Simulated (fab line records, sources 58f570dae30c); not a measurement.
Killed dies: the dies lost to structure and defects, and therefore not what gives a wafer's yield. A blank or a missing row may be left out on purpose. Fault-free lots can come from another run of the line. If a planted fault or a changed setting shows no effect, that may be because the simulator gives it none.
Which of the tools did it?	flow berkeley cmos170	21 wafers from 7 lots sampled at 2 of the route's 331 steps

## WHAT THE GAUGES READ, wafer by wafer
UCB170_M2_RS_MEAS_02: a four-point-probe measurement.
lot	measured	on	M2_AL_RS (ohm/sq)
L420	day 7 12:59	film metro-01	0.0322 0.0322 0.0319
L422	day 7 13:34	film metro-03	0.0319 0.0320 0.0324
L421	day 7 18:55	film metro-03	0.0318 0.0314 0.0316
L430	day 10 10:46	film metro-01	0.0442 0.0455 0.0459
L436	day 11 07:37	film metro-04	0.0329 0.0325 0.0329
L438	day 12 05:19	film metro-04	0.0325 0.0318 0.0327
L440	day 12 05:29	film metro-03	0.0318 0.0320 0.0320

## EACH LOT AND THE TOOL THAT RAN IT (in order: tool; ch and the chambers of the sampled wafers; start)
lot	UCB170_M2_SPUTTER_01
L420	pvd sputter-03, day 7 12:53
L422	pvd sputter-01, day 7 13:29
L421	pvd sputter-04, day 7 18:49
L430	pvd sputter-04, day 10 10:37
L436	pvd sputter-01, day 11 07:30
L438	pvd sputter-01, day 12 05:14
L440	pvd sputter-03, day 12 05:21
- UCB170_M2_SPUTTER_01: material Al, target thk 900 nm, time 120 s.

## THE ANSWER, worked out from the rows above alone
Rule: usual is defined by the lots themselves. Put in order of their means at a reading, lots are off if they are a third of the lots or fewer, leave a main group of 4 or more, and stand apart from it by a gap of 3 or more times the standard deviation of the main group's means; of several such gaps the widest counts. The tables above print the reading to a certain number of digits; a main group whose means all agree to those digits is not used. Also off: a lot with no number at a reading for which 4 or more lots have one. Any other lot the step has rows for is counted as sound.
Off: at UCB170_M2_RS_MEAS_02 (M2_AL_RS), L430. The main group: mean 0.0321 ohm/sq, standard deviation 0.00036.
A tool fits if, at a process step before that reading, it ran every lot that is off, and no sound lot after the first of them. The gauges at UCB170_M2_RS_MEAS_02 are tried like those tools. Undecided on this evidence; 2 tools fit (pvd sputter-04 at UCB170_M2_SPUTTER_01, film metro-01 at UCB170_M2_RS_MEAS_02).

## WHAT THE SIMULATOR HAD PUT IN
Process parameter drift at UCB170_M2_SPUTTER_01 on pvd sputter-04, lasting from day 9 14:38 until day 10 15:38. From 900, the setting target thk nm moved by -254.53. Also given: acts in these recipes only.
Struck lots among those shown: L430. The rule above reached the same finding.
